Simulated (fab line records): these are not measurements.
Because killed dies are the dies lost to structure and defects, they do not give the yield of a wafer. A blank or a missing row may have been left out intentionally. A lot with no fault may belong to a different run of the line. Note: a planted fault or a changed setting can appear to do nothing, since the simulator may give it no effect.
fab line records	flow berkeley-cmos170
record: lots: 6	wafers: 18	last-day: 13
route steps=331 shown BACKSIDE@199 SDANNEAL@204 PSD@206 NSD@207 PLDD@208 NLDD@209 SILICIDE@210 M3@331
lots that met no fault: taken from a fault-free run of the same line
start-h: the number of hours between the record's first day and the start of the first shown wafer of the lot	wait-h: hours elapsed since this lot's preceding step	" the same as in the row above	L1.1+2: several wafers, shown together as one row	- no value present, or no start provided	* or withheld: withheld	< > ~ a bound
route shown NAME@n: a module of which the file shows steps, and the number in the route of the first	usual: mean/standard deviation taken from wafers without a fault	same: alike in all rows	chamber/n: place in a boat	sites: readings site by site	_std_site: the values' standard deviation	_edge_site: the outer-site mean with the inner-site mean subtracted	radius-mm: for every site, how far away it sits from the centre of the wafer	mask NAME#n: copy n	behind: the most recent tool/chamber to have shaped the wafer	hold: why the lot went on hold/how many hours it stayed there/how the hold came to an end	device: the transistor (n, p or np) that didn't switch	end of line: the same wafers' tests at the end of the route	a step with no rows: only its recipe	killed: at the first sort, the dies lost to defects and structure; wafer yield is something else	map: a wafer's dies, x killed, . not, _ none there
set.NAME: the setting that was run; set.NAME@STEP: the one run at that earlier step	model.NAME: the simulator's own value behind a step, which no gauge read
certain route steps with their lots: each step a table, each wafer a row
services: from which hour (start-h, from the record's first day; less than 0 if before it) a tool's chamber was out of use, for how many hours, and why
== steps ==
step: UCB170_BACKSIDE_HMDS_00
recipe: prime-time-s: 60	prime-temp-c: 100
step: UCB170_BACKSIDE_COAT_01
recipe: resist: KrF	spin-rpm: 1500	resist-thk-nm: 900
step: UCB170_BACKSIDE_SOFTBAKE_02
recipe: resist: KrF	temp-c: 130	time-s: 60
step: UCB170_BACKSIDE_STRIP_03
recipe: chemistry: O2	power-w: 400	pressure-mtorr: 3500	platen-temp-c: withheld	o2-flow-sccm: 400	overash-fraction: 0.5
usual: drypump-motor-current-A: 5.8/0.52	oes-product-au: 0.735/0.0047	strip-time-to-endpoint-s: 21.93/0.066
lot.wafer	tool	chamber	start-h	wait-h	drypump-motor-current-A	oes-product-au	rf-hours-counter-h	strip-time-to-endpoint-s
L689.2	plasma-asher-04	1	205.15	0.1	6.2	0.737	52	21.93
L689.3	"	0	"	"	5.8	0.734	-	21.85
L689.4	"	1	"	"	6.1	0.744	-	21.84
L691.2	plasma-asher-02	0	205.85	0.1	5.6	0.745	9	22.05
L691.4	"	0	"	"	5.5	0.728	-	22.05
L691.6	"	1	"	"	4.7	0.730	-	21.99
L695.2	plasma-asher-01	0	241.88	0.1	6.5	0.734	44	22.05
L695.3	"	0	"	"	6.5	0.731	-	22.02
L695.5	"	1	"	"	6.0	0.735	-	21.94
L700.3	plasma-asher-01	1	275.00	0.1	6.0	0.731	-	21.90
L700.4	"	0	"	"	6.5	0.736	-	21.99
L700.6	"	0	"	"	6.5	0.734	-	21.91
L701.1	plasma-asher-02	0	275.53	0.1	5.5	0.729	16	21.90
L701.4	"	0	"	"	5.6	0.733	-	21.87
L701.5	"	0	"	"	5.6	0.722	-	21.81
L702.1	plasma-asher-01	0	275.53	0.1	6.5	0.731	46	22.06
L702.4	"	0	"	"	6.5	0.740	-	22.03
L702.5	"	1	"	"	6.0	0.730	-	21.99
step: UCB170_BACKSIDE_CLEAN_04
recipe: chemistry: SPM	temp-c: 120	time-s: 600
step: UCB170_SDANNEAL_RTA_00
recipe: temp-c: 900	time-s: 10	ambient: N2
usual: anneal-temp-c-max: 903.5/0.76	chamber-o2-ppm: 1.999/0.018	lamp-power-pct: 22.4/0.78	wafer_temp_C_max: 903.0/1
lot.wafer	tool	chamber	start-h	wait-h	anneal-temp-c-max	chamber-o2-ppm	lamp-power-pct	wafer_temp_C_max
L689.2	rtp-anneal-02	0	205.59	0.0	904.1	1.985	23.2	903.4
L689.3	"	0	"	"	903.6	2.018	23.2	902.1
L689.4	"	0	"	"	902.9	2.000	23.2	902.9
L691.2	rtp-anneal-01	0	206.14	0.0	903.5	1.970	21.7	904.1
L691.4	"	0	"	"	903.4	2.005	21.7	903.2
L691.6	"	0	"	"	903.4	1.968	21.7	903.8
L695.2	rtp-anneal-01	0	242.17	0.0	903.6	2.002	21.7	903.2
L695.3	"	0	"	"	903.0	2.012	21.7	904.9
L695.5	"	0	"	"	902.7	1.985	21.6	903.5
L701.1	rtp-anneal-02	0	276.91	0.0	902.5	2.015	23.2	901.6
L701.4	"	0	"	"	903.3	1.975	23.2	901.5
L701.5	"	0	"	"	902.8	2.002	23.2	901.8
L700.3	rtp-anneal-01	0	276.93	0.0	902.2	2.018	21.7	902.9
L700.4	"	0	"	"	902.6	2.017	21.7	902.1
L700.6	"	0	"	"	904.5	1.984	21.6	902.9
L702.1	rtp-anneal-01	0	277.03	0.1	902.6	1.995	21.6	902.9
L702.4	"	0	"	"	903.2	2.006	21.7	905.0
L702.5	"	0	"	"	902.2	2.008	21.7	903.4
step: UCB170_SDANNEAL_RTA_01
recipe: temp-c: 1050	time-s: 5	ambient: N2
usual: anneal-temp-c-max: 1054.1/0.79	chamber-o2-ppm: 2.001/0.022	lamp-power-pct: 34.6/1.2	wafer_temp_C_max: 1053.7/1.2
lot.wafer	tool	chamber	start-h	wait-h	anneal-temp-c-max	chamber-o2-ppm	lamp-power-pct	wafer_temp_C_max
L689.2	rtp-anneal-02	0	205.66	0.1	1054.5	1.995	35.8	1053.1
L689.3	"	0	"	"	1055.5	1.942	35.8	1051.8
L689.4	"	0	"	"	1055.4	1.973	35.8	1051.7
L691.2	rtp-anneal-01	0	206.21	0.1	1055.0	1.984	33.4	1054.3
L691.4	"	0	"	"	1052.9	2.018	33.4	1056.0
L691.6	"	0	"	"	1054.8	2.029	33.4	1055.8
L695.2	rtp-anneal-01	0	242.23	0.1	1053.2	2.003	33.5	1054.7
L695.3	"	0	"	"	1053.3	2.024	33.4	1053.9
L695.5	"	0	"	"	1053.1	2.013	33.4	1054.1
L701.1	rtp-anneal-02	0	276.98	0.1	1053.6	2.027	35.8	1052.4
L701.4	"	0	"	"	1055.0	2.029	35.8	1052.6
L701.5	"	0	"	"	1053.9	2.050	35.8	1052.2
L700.3	rtp-anneal-01	0	277.00	0.1	1054.0	1.991	33.5	1055.1
L700.4	"	0	"	"	1053.9	1.998	33.5	1054.3
L700.6	"	0	"	"	1053.6	2.011	33.4	1053.5
L702.1	rtp-anneal-01	0	277.10	0.1	1053.6	2.009	33.4	1055.2
L702.4	"	0	"	"	1054.1	2.027	33.5	1054.2
L702.5	"	0	"	"	1055.0	2.015	33.5	1053.9
step: UCB170_SDANNEAL_RS_MEAS_02
recipe: thk-meas-gauge: four-point-probe
usual: PSD_RS: 75.63/0.3
lot.wafer	tool	chamber	start-h	wait-h	PSD_RS[ohm/sq]
L689.2	film-metro-01	-	205.72	0.1	76.22
L689.3	"	-	"	"	76.11
L689.4	"	-	"	"	75.77
L691.2	film-metro-03	-	206.27	0.1	75.56
L691.4	"	-	"	"	75.60
L691.6	"	-	"	"	75.72
L695.2	film-metro-01	-	242.30	0.1	75.75
L695.3	"	-	"	"	76.12
L695.5	"	-	"	"	75.73
L701.1	film-metro-03	-	277.03	0.0	75.96
L701.4	"	-	"	"	76.14
L701.5	"	-	"	"	75.96
L700.3	film-metro-01	-	277.07	0.1	75.54
L700.4	"	-	"	"	75.65
L700.6	"	-	"	"	75.29
L702.1	film-metro-04	-	277.19	0.1	75.66
L702.4	"	-	"	"	75.68
L702.5	"	-	"	"	75.38
step: UCB170_SDANNEAL_RS_MEAS_03
recipe: thk-meas-gauge: four-point-probe
usual: NSD_RS: 37.28/0.09
lot.wafer	tool	chamber	start-h	wait-h	NSD_RS[ohm/sq]
L689.2	film-metro-01	-	205.84	0.1	37.32
L689.3	"	-	"	"	37.39
L689.4	"	-	"	"	37.34
L691.2	film-metro-03	-	206.39	0.1	37.35
L691.4	"	-	"	"	37.39
L691.6	"	-	"	"	37.32
L695.2	film-metro-01	-	242.42	0.1	37.26
L695.3	"	-	"	"	37.29
L695.5	"	-	"	"	37.29
L701.1	film-metro-03	-	277.15	0.1	37.39
L701.4	"	-	"	"	37.50
L701.5	"	-	"	"	37.32
L700.3	film-metro-01	-	277.19	0.1	37.33
L700.4	"	-	"	"	37.20
L700.6	"	-	"	"	37.18
L702.1	film-metro-04	-	277.31	0.1	37.26
L702.4	"	-	"	"	37.29
L702.5	"	-	"	"	37.15
step: UCB170_SDANNEAL_RS_MEAS_04
recipe: thk-meas-gauge: four-point-probe
usual: PLDD_RS: 1032.6/2.5
lot.wafer	tool	chamber	start-h	wait-h	PLDD_RS[ohm/sq]
L689.2	film-metro-01	-	205.96	0.1	1034.5
L689.3	"	-	"	"	1033.4
L689.4	"	-	"	"	1036.3
L691.2	film-metro-03	-	206.51	0.1	1026.7
L691.4	"	-	"	"	1028.5
L691.6	"	-	"	"	1026.8
L695.2	film-metro-01	-	242.54	0.1	1031.4
L695.3	"	-	"	"	1030.2
L695.5	"	-	"	"	1029.4
L701.1	film-metro-03	-	277.27	0.1	1039.0
L701.4	"	-	"	"	1039.0
L701.5	"	-	"	"	1039.0
L700.3	film-metro-01	-	277.31	0.1	1031.0
L700.4	"	-	"	"	1030.1
L700.6	"	-	"	"	1031.2
L702.1	film-metro-04	-	277.43	0.1	1033.8
L702.4	"	-	"	"	1031.3
L702.5	"	-	"	"	1033.3
step: UCB170_SDANNEAL_RS_MEAS_05
recipe: thk-meas-gauge: four-point-probe
usual: NLDD_RS: 616.9/1.3
lot.wafer	tool	chamber	start-h	wait-h	NLDD_RS[ohm/sq]
L689.2	film-metro-01	-	206.08	0.1	618.3
L689.3	"	-	"	"	616.8
L689.4	"	-	"	"	616.2
L691.2	film-metro-03	-	206.63	0.1	615.2
L691.4	"	-	"	"	616.5
L691.6	"	-	"	"	616.9
L695.2	film-metro-01	-	242.66	0.1	616.2
L695.3	"	-	"	"	616.3
L695.5	"	-	"	"	617.5
L701.1	film-metro-03	-	277.39	0.1	615.6
L701.4	"	-	"	"	617.3
L701.5	"	-	"	"	617.1
L700.3	film-metro-01	-	277.43	0.1	618.9
L700.4	"	-	"	"	619.4
L700.6	"	-	"	"	620.4
L702.1	film-metro-04	-	277.55	0.1	616.8
L702.4	"	-	"	"	616.4
L702.5	"	-	"	"	618.5
step: UCB170_SILICIDE_PRE_CLEAN_00
recipe: gas: Ar	preclean-etch-time-s: 60
step: UCB170_SILICIDE_SPUTTER_01
recipe: material: Ti	target-thk-nm: 30	time-s: 25	power-w: 1500	chamber-pressure-pa: 0.5
usual: cathode-dc-power-W: 1500.0/0.27	throttle-valve-pct: 29.6/1.6
lot.wafer	tool	chamber	start-h	wait-h	cathode-dc-power-W	throttle-valve-pct	model.Ti_of_SILICIDE_SPUTTER_01.thk-nm
L689.2	pvd-sputter-01	-	206.25	0.0	1499.7	28.3	43.51
L689.3	"	-	"	"	1499.6	28.3	43.67
L689.4	"	-	"	"	1499.8	31.6	43.29
L691.2	pvd-sputter-01	-	206.80	0.0	1499.8	28.4	43.75
L691.4	"	-	"	"	1499.8	31.6	43.76
L691.6	"	-	"	"	1499.7	31.6	43.81
L695.2	pvd-sputter-02	-	242.83	0.0	1500.0	28.3	28.9
L695.3	"	-	"	"	1500.2	26.9	29.67
L695.5	"	-	"	"	1500.1	28.2	28.95
L700.3	pvd-sputter-04	-	277.58	0.0	1499.6	31.3	29.81
L700.4	"	-	"	"	1499.8	28.8	30.01
L700.6	"	-	"	"	1499.9	31.7	29.43
L701.1	pvd-sputter-02	-	277.58	0.0	1499.9	28.4	29.24
L701.4	"	-	"	"	1499.6	29.9	29.94
L701.5	"	-	"	"	1500.2	30.2	29.52
L702.1	pvd-sputter-01	-	277.74	0.0	1499.9	28.3	30.14
L702.4	"	-	"	"	1500.0	28.3	30.89
L702.5	"	-	"	"	1499.9	28.4	30.35
step: UCB170_SILICIDE_RS_MEAS_02
recipe: thk-meas-gauge: four-point-probe	reads: Ti_of_SILICIDE_SPUTTER_01
usual: SILICIDE_TI_RS: 26.2/0.4
lot.wafer	tool	chamber	start-h	wait-h	SILICIDE_TI_RS[ohm/sq]
L689.2	film-metro-04	-	206.40	0.1	17.1
L689.3	"	-	"	"	16.9
L689.4	"	-	"	"	17.1
L691.2	film-metro-02	-	206.85	0.0	16.9
L691.4	"	-	"	"	16.8
L691.6	"	-	"	"	16.8
L695.2	film-metro-02	-	242.88	0.0	27.2
L695.3	"	-	"	"	26.5
L695.5	"	-	"	"	27.3
L701.1	film-metro-03	-	277.61	0.0	26.9
L701.4	"	-	"	"	26.2
L701.5	"	-	"	"	26.6
L700.3	film-metro-02	-	277.65	0.1	26.3
L700.4	"	-	"	"	26.1
L700.6	"	-	"	"	26.8
L702.1	film-metro-04	-	277.77	0.0	26.0
L702.4	"	-	"	"	25.2
L702.5	"	-	"	"	25.8
step: UCB170_SILICIDE_THK_MEAS_03
recipe: thk-meas-gauge: xrf	reads: Ti_of_SILICIDE_SPUTTER_01
usual: SILICIDE_TI_THK: 29.8/0.4
lot.wafer	tool	chamber	start-h	wait-h	SILICIDE_TI_THK[nm]
L689.2	film-metro-04	-	206.51	0.1	43.3
L689.3	"	-	"	"	43.4
L689.4	"	-	"	"	43.1
L691.2	film-metro-02	-	206.96	0.1	43.6
L691.4	"	-	"	"	43.4
L691.6	"	-	"	"	43.5
L695.2	film-metro-02	-	242.99	0.1	28.8
L695.3	"	-	"	"	29.6
L695.5	"	-	"	"	28.9
L701.1	film-metro-03	-	277.73	0.1	29.1
L701.4	"	-	"	"	29.7
L701.5	"	-	"	"	29.4
L700.3	film-metro-02	-	277.75	0.1	29.6
L700.4	"	-	"	"	30.0
L700.6	"	-	"	"	29.2
L702.1	film-metro-04	-	277.89	0.1	30.0
L702.4	"	-	"	"	30.6
L702.5	"	-	"	"	30.1
step: UCB170_SILICIDE_RTA_04
recipe: temp-c: 650	time-s: 15	ambient: N2
usual: anneal-temp-c-max: 652.5/0.56	chamber-o2-ppm: 1.998/0.022	lamp-power-pct: 9.7/0.33	wafer_temp_C_max: 652.0/0.72
lot.wafer	tool	chamber	start-h	wait-h	anneal-temp-c-max	chamber-o2-ppm	lamp-power-pct	wafer_temp_C_max
L689.2	rtp-anneal-01	0	206.58	0.1	652.2	1.996	9.3	652.5
L689.3	"	0	"	"	652.6	2.008	9.3	653.5
L689.4	"	0	"	"	651.6	2.023	9.3	652.9
L691.2	rtp-anneal-01	0	207.02	0.1	652.8	2.017	9.3	652.6
L691.4	"	0	"	"	653.4	2.023	9.3	651.8
L691.6	"	0	"	"	652.4	2.029	9.3	652.3
L695.2	rtp-anneal-02	0	243.06	0.1	653.1	2.006	9.9	651.7
L695.3	"	0	"	"	652.9	1.983	9.9	651.3
L695.5	"	0	"	"	652.2	1.980	10.0	651.2
L701.1	rtp-anneal-01	0	277.79	0.1	651.5	1.960	9.3	652.1
L701.4	"	0	"	"	652.3	1.985	9.3	653.2
L701.5	"	0	"	"	652.4	1.955	9.3	652.3
L700.3	rtp-anneal-02	0	277.82	0.1	655.0	1.974	9.9	651.2
L700.4	"	0	"	"	652.6	1.990	10.0	652.3
L700.6	"	0	"	"	652.5	1.997	9.9	650.6
L702.1	rtp-anneal-02	0	277.95	0.1	653.0	2.014	10.0	652.0
L702.4	"	0	"	"	651.4	2.035	10.0	651.5
L702.5	"	0	"	"	651.8	2.016	9.9	652.6
step: UCB170_M3_PROBE_99
lot.wafer	tool	chamber	start-h	wait-h	model.etest.npoly-line.width-nm	model.etest.ppoly-line.width-nm	model.etest.ppoly-line.line-ohm-um	model.etest.npoly-line.line-ohm-um	model.etest.ppoly-line.rs-ohm-sq	model.etest.npoly-line.rs-ohm-sq	model.etest.pplus-sal.line-ohm-um	model.etest.nplus-sal.line-ohm-um
L689.3	prober-01	-	228.60	0.2	316.2	317.1	12.48	12.34	3.952	3.893	4.977	4.861
L689.4	prober-01	-	228.65	0.2	317.3	316.4	12.56	12.27	3.983	3.908	4.764	4.66
L691.2	prober-02	-	231.63	0.1	318.1	316.5	12.38	12.28	3.979	3.929	4.76	4.704
L691.4	prober-02	-	231.73	0.2	313.5	314.4	12.48	12.29	3.936	3.864	4.703	4.659
L691.6	prober-02	-	231.83	0.2	316.3	315.8	12.59	12.22	3.953	3.888	4.983	4.919
L695.2	prober-01	-	265.93	0.1	319.6	318.8	15.52	15.41	4.988	4.85	5.552	5.492
L695.3	prober-01	-	265.98	0.2	321.4	322.8	15.06	14.63	4.818	4.731	5.478	5.366
L695.5	prober-01	-	266.08	0.2	320.6	320.5	15.4	14.84	4.897	4.799	5.6	5.481
L700.3	prober-01	-	298.27	0.2	321.2	321.3	14.88	14.65	4.786	4.729	5.059	4.864
L700.4	prober-01	-	298.32	0.2	322.2	319.5	15.21	14.6	4.791	4.667	5.452	5.378
L700.6	prober-01	-	298.42	0.2	322.3	320	15.05	14.67	4.875	4.798	5.409	5.437
L701.1	prober-02	-	300.31	0.1	322	323.1	15.42	14.98	4.958	4.879	5.383	5.236
L701.4	prober-02	-	300.46	0.2	321.4	319.3	14.84	14.68	4.761	4.697	5.424	5.332
L701.5	prober-02	-	300.51	0.2	320.3	322	15.17	14.92	4.861	4.821	5.244	5.144
L702.1	prober-01	-	300.34	0.1	319.2	318.2	15.29	14.68	4.776	4.644	5.406	5.241
L702.4	prober-01	-	300.49	0.2	318.1	318.3	14.95	14.47	4.683	4.614	5.288	5.136
L702.5	prober-01	-	300.54	0.2	320.8	320	14.89	14.56	4.742	4.636	5.287	5.141
killed by level:class
L691.2 GATE:geometric-particle:open=1
L691.4 ACTIVE:area-etch=3 V1:geometric-particle:short=1 V1:geometric-particle:open=1 M3:geometric-particle:short=1
L691.6 FIELD:geometric-particle:short=1 SILICIDE:geometric-particle:open=1 M2:geometric-particle:short=1 SPACER:area-etchback=1
L695.2 ACTIVE:area-etch=7 WELLDRIVE:geometric-particle:open=1 M2:geometric-particle:short=1
L695.3 ACTIVE:area-etch=9 SACOX:geometric-particle:short=1 GATE:geometric-particle:open=1 GATE:geometric-particle:short=1 SPACER:geometric-particle:open=1 SILICIDE:geometric-particle:short=1 CONTACT:geometric-particle:short=1 M3:geometric-particle:short=1
L695.5 SPACER:geometric-particle:open=1 ACTIVE:area-etch=1 NWELL:area-etch=1
L700.3 GATE:geometric-particle:short=1
L700.4 SACOX:geometric-particle:open=1 SCREENOX:geometric-particle:open=1 V2:geometric-particle:short=1 ACTIVE:area-etch=1
L700.6 GATE:geometric-particle:open=1 M3:geometric-particle:open=1 ACTIVE:area-etch=1
L701.1 ACTIVE:area-etch=3 CONTACT:geometric-particle:short=1
L702.1 SILICIDE:geometric-particle:short=2 GATE:geometric-particle:open=1 SILICIDE:geometric-particle:open=1
L701.4 ACTIVE:area-etch=4 GATE:geometric-particle:short=1 M2:geometric-particle:short=1
L702.4 SACOX:geometric-particle:open=1 SPACER:geometric-particle:short=1 SPACER:geometric-particle:open=1 M2:geometric-particle:short=1 M3:geometric-particle:short=1
L701.5 WELLDRIVE:geometric-particle:short=2 START:geometric-particle:short=1 GATE:geometric-particle:open=1 SPACER:geometric-particle:open=1 V1:geometric-particle:short=1 ACTIVE:area-etch=1
L702.5 GATE:geometric-particle:open=1 M3:geometric-particle:short=1
== services ==
tool	chamber	start-h	hours	kind
plasma-asher-01	-	246.58	2.8	pm
== key ==
first-sign: step: UCB170_SILICIDE_RS_MEAS_02	reading: SILICIDE_TI_RS	direction: down	sigmas: 23	usual: 26.2	struck: 16.9
effect: step: UCB170_SILICIDE_THK_MEAS_03	reading: SILICIDE_TI_THK	direction: up	sigmas: 34	usual: 29.8	struck: 43.4
model-effect: step: UCB170_SILICIDE_SPUTTER_01	value: Ti_of_SILICIDE_SPUTTER_01.thk-nm	without: 30.13	struck: 43.63
model-effect: step: UCB170_M3_PROBE_99	value: etest.npoly-line.width-nm	without: 320	struck: 316.3
met-at UCB170_SILICIDE_SPUTTER_01
struck-wafers L689.2,L689.3,L689.4,L691.2,L691.4,L691.6
sort-left-out L689.2,L689.3,L689.4
tester-left-out L689,L691
fault: kind: process-parameter-drift	tool: pvd-sputter-01	chamber: -	onset-h: 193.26	steps: UCB170_SILICIDE_SPUTTER_01	channel: target-thk-nm	offset: 13.5	shape: step	end-h: 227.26	acts-in: these-recipes-only	stated: 30
tester-left-out: of these lots the tester's yield and bins aren't shown, on N5 and GAA mostly nor the transistor test; their killed dies are dies lost to structure and defects alone, not to doping, threshold or leakage, so they don't give the yield
sort-left-out: the simulated sort isn't trusted on such a fault, so these wafers' sort isn't shown, and their yield isn't known
